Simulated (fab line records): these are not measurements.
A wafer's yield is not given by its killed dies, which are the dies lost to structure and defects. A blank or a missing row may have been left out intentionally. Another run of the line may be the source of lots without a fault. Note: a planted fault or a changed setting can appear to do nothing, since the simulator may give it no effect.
What tool caused it? -- flow berkeley cmos170 -- 7 lots, 21 wafers sampled, at 1 step of a route of 331

WHAT THE GAUGES SHOWED, per wafer
UCB170_SILICIDE_RS_MEAS_02: a four-point-probe measurement.
lot,measured,on,SILICIDE_TI_RS (ohm/sq)
L698,day 7 12:56,film metro-02,26.8 26.6 26.9
L699,day 7 23:21,film metro-03,26.4 26.5 26.5
L702,day 8 00:14,film metro-02,25.9 25.9 26.5
L710,day 9 16:04,film metro-02,26.6 26.1 26.4
L713,day 9 20:42,film metro-02,26.5 26.3 26.5
L716,day 11 01:11,film metro-02,27.2 26.2 26.4
L719,day 11 12:56,film metro-04,26.8 26.1 27.0

WHICH TOOL RAN EACH LOT (tool, then ch and the chambers of the sampled wafers, then the start)
No process step before these readings appears in the record.

THE ANSWER, worked out from the rows above alone
Rule: the lots themselves supply what counts as usual. Put in order of their means at a reading, lots are off if they are a third of the lots or fewer, leave a main group of 4 or more, and stand apart from it by a gap of 3 or more times the standard deviation of the main group's means; of several such gaps the widest counts. If all means in a main group match to the digits the tables above print for the reading, that group is not used. A lot without any number at a reading at which 4 lots or more have one is off too. Any other lot the step has rows for is counted as sound.
No lot is off at any reading shown: from this, nothing can be told.

WHAT HAD BEEN PUT IN BY THE SIMULATOR
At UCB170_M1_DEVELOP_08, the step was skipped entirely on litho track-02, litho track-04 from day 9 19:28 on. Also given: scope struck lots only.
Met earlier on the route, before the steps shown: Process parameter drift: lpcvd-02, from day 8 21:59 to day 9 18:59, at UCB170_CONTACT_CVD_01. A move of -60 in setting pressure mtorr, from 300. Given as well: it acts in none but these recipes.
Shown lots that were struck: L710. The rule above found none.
